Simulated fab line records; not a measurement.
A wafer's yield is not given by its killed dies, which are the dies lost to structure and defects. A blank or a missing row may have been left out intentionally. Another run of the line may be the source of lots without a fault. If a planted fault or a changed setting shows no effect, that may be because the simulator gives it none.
A lot that was struck, set against a sound lot / flow ritCmos / 15 steps out of a route of 202
Sound: wafers L837.1, L837.2, L837.3. Wafers L842.1, L842.2, L842.4 were the ones struck. At the end, the cause is stated.
Each step with rows lists, per side, the tool, then ch with its chambers, then its first start. Under that, the readings that differ: sound wafers / struck wafers / difference of the means / sigmas: that difference in standard deviations of wafers without a fault.
alike: a reading whose means differ by less than 2 such deviations, as well as words and numbers matching on both sides. not compared: withheld readings; readings where some wafer has no value; bounds like >300 that might hide an equal value; numbers whose values overlap and for which the record gives no deviation.
A row with sigmas, a row that says differs or no value, or rows on one side alone: a step with any of these is where the two part. Numbers that have no deviation but don't overlap get no sigmas and don't part them. A reading missing from all wafers of one side parts the sides only when that side holds two or more wafers.

RIT_GATE_STRIP_20: strips in O2, time 180 s.
  sound on plasmaAsher-04 ch 0,1, day 5 05:44; struck on plasmaAsher-04 ch 0,1, day 6 07:00
  alike: drypumpMotorCurrentA
  not compared: rfHoursCounterH
RIT_GATE_CD_MEAS_90: target cd 150 nm.
  sound: cdSem-02 at day 5 05:55; struck: cdSem-01 at day 6 07:10
reading=cdNm (nm); sound=153.4 155.9 156.3; struck=148.4 147.5 147.6; difference=-7.4; sigmas=-3
then, 4 steps without rows for these wafers: RIT_REOX_CLEAN_00 (cleans in SC1, time 600 s); RIT_REOX_CLEAN_01 (cleans in dHF, time 30 s); RIT_REOX_CLEAN_02 (cleans in SC2, time 600 s); RIT_REOX_OXIDATION_03 (target thk 25.2 nm, ox time 5580 s).
RIT_REOX_THK_MEAS_04:
  sound: filmMetro-04 at day 5 09:08; struck: filmMetro-02 at day 6 10:52
  alike: REOX_OXIDE_THK
then, 5 steps without rows for these wafers: RIT_NLDD_HMDS_00 (prime time 60 s); RIT_NLDD_COAT_01 (resist thk 1000 nm); RIT_NLDD_SOFTBAKE_02 (time 60 s); RIT_NLDD_EXPOSE_03 (exposes mask M7, target cd 40700 nm); RIT_NLDD_PEB_04.
RIT_NLDD_DEVELOP_05: develop time 50 s.
  sound on lithoTrack-02 ch 0, day 5 09:00; struck on lithoTrack-04 ch 0, day 6 11:00
reading=developerTempC (C); sound=23.09 23.02 23.00; struck=25.22 25.16 25.17; difference=+2.15; sigmas=+23
RIT_NLDD_OVL_MEAS_06:
  sound: overlay-01 at day 5 10:03; struck: overlay-02 at day 6 11:54
  alike: NLDD_OVL
RIT_M1_PROBE_99:
  sound: prober-02 at day 6 01:28; struck: prober-01 at day 7 04:37
  alike: killedAtFrontEnd, killedDies, killedOpen, killedShort

WHERE THEY PART
Earliest at RIT_GATE_CD_MEAS_90; latest, in this record, at RIT_NLDD_DEVELOP_05. Later steps at which nothing parts them and some readings are alike: RIT_NLDD_OVL_MEAS_06, RIT_M1_PROBE_99.

WHY: the cause the simulator had injected
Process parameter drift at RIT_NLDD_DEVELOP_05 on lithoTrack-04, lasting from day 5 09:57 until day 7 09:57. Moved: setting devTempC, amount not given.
